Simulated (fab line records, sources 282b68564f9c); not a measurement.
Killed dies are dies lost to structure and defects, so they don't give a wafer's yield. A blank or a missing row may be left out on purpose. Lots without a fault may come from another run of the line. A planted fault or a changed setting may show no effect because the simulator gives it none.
A struck lot beside a sound one | flow rit_cmos | 18 steps out of a route of 202
Sound: wafers L362.4, L362.5, L362.6. Struck: wafers L366.1, L366.3, L366.4. The cause comes at the end.
At each step with rows: each side's tool, then ch and its chambers, then its first start. Under that, the readings that differ: sound wafers | struck wafers | difference of the means | sigmas: that difference in standard deviations of wafers without a fault.
alike: readings whose means differ by less than 2 such deviations, and words and numbers that are the same on both sides. not compared: withheld readings, readings that some wafer has no value for, bounds like >300 that may hide the same value, and numbers for which the record gives no deviation and whose values overlap.
The two part at a step that has a row with sigmas, a row that says differs or no value, or rows on one side only. Numbers that don't overlap but have no deviation are shown without sigmas and don't part them. A reading that every wafer of one side lacks parts them only if that side has two wafers or more.

first, 2 steps without rows for these wafers: RIT_NWELL_HARDBAKE_07 (time 120 s); RIT_NWELL_IMPLANT_08.
RIT_NWELL_STRIP_09: strips in O2, time 180 s.
  sound on plasma_asher-04 ch 0,1, day 4 20:35; struck on plasma_asher-04 ch 0,1, day 5 16:23
  alike: drypump_motor_current_A
  not compared: rf_hours_counter_h
RIT_NWELL_TW_MEAS_10:
  sound on film_metro-02, day 4 20:44; struck on film_metro-01, day 5 16:34
  reading  | sound          | struck         | difference | sigmas
  NWELL_TW | 2121 2103 2106 | 2171 2181 2175 | +66        | +3
then, 6 steps without rows for these wafers: RIT_PWELL_HMDS_00 (prime time 60 s); RIT_PWELL_COAT_01 (resist thk 1300 nm); RIT_PWELL_SOFTBAKE_02 (time 60 s); RIT_PWELL_EXPOSE_03 (exposes mask M3, target cd 43700 nm); RIT_PWELL_PEB_04; RIT_PWELL_DEVELOP_05 (develop time 68 s).
RIT_PWELL_OVL_MEAS_06:
  sound on overlay-02, day 4 21:40; struck on overlay-01, day 5 17:31
  alike: PWELL_OVL
then, 1 step without rows for these wafers: RIT_PWELL_HARDBAKE_07 (time 120 s).
RIT_PWELL_IMPLANT_08:
  sound on implanter-04 ch 0, day 4 22:00; struck on implanter-04 ch 0, day 5 17:47
  reading            | sound                         | struck                        | difference | sigmas
  dose_ions_cm2      | 6.996e+13 6.999e+13 6.999e+13 | 5.083e+13 5.082e+13 5.078e+13 | -1.917e+13 | -99 or more
  faraday_current_uA | 230 228 213                   | 162 160 165                   | -61        | -14
  alike: end_station_pressure_torr
RIT_PWELL_STRIP_09: strips in O2, time 180 s.
  sound on plasma_asher-02 ch 0,1, day 4 22:08; struck on plasma_asher-04 ch 0,1, day 5 17:56
  alike: drypump_motor_current_A
  not compared: rf_hours_counter_h
RIT_PWELL_TW_MEAS_10:
  sound on film_metro-02, day 4 22:17; struck on film_metro-01, day 5 18:20
  reading  | sound       | struck      | difference | sigmas
  PWELL_TW | 936 937 938 | 873 871 865 | -67        | -6
  not compared: hold
RIT_WELLDRIVE_RS_MEAS_01: measures by four-point-probe.
  sound on film_metro-01, day 5 04:25; struck on film_metro-01, day 6 06:17
  alike: NWELL_RS
RIT_WELLDRIVE_RS_MEAS_02: measures by four-point-probe.
  sound on film_metro-01, day 5 04:32; struck on film_metro-01, day 6 06:42
  reading           | sound             | struck            | difference | sigmas
  PWELL_RS (ohm/sq) | 431.2 430.1 431.2 | 525.3 525.1 526.7 | +94.9      | +68
  not compared: hold
RIT_M1_PROBE_99:
  the record has rows for the sound wafers here (prober-02, day 6 12:26) and none for the struck ones

WHERE THEY PART
First at RIT_NWELL_TW_MEAS_10; last, within this record, at RIT_M1_PROBE_99.

WHY: what the simulator had put in
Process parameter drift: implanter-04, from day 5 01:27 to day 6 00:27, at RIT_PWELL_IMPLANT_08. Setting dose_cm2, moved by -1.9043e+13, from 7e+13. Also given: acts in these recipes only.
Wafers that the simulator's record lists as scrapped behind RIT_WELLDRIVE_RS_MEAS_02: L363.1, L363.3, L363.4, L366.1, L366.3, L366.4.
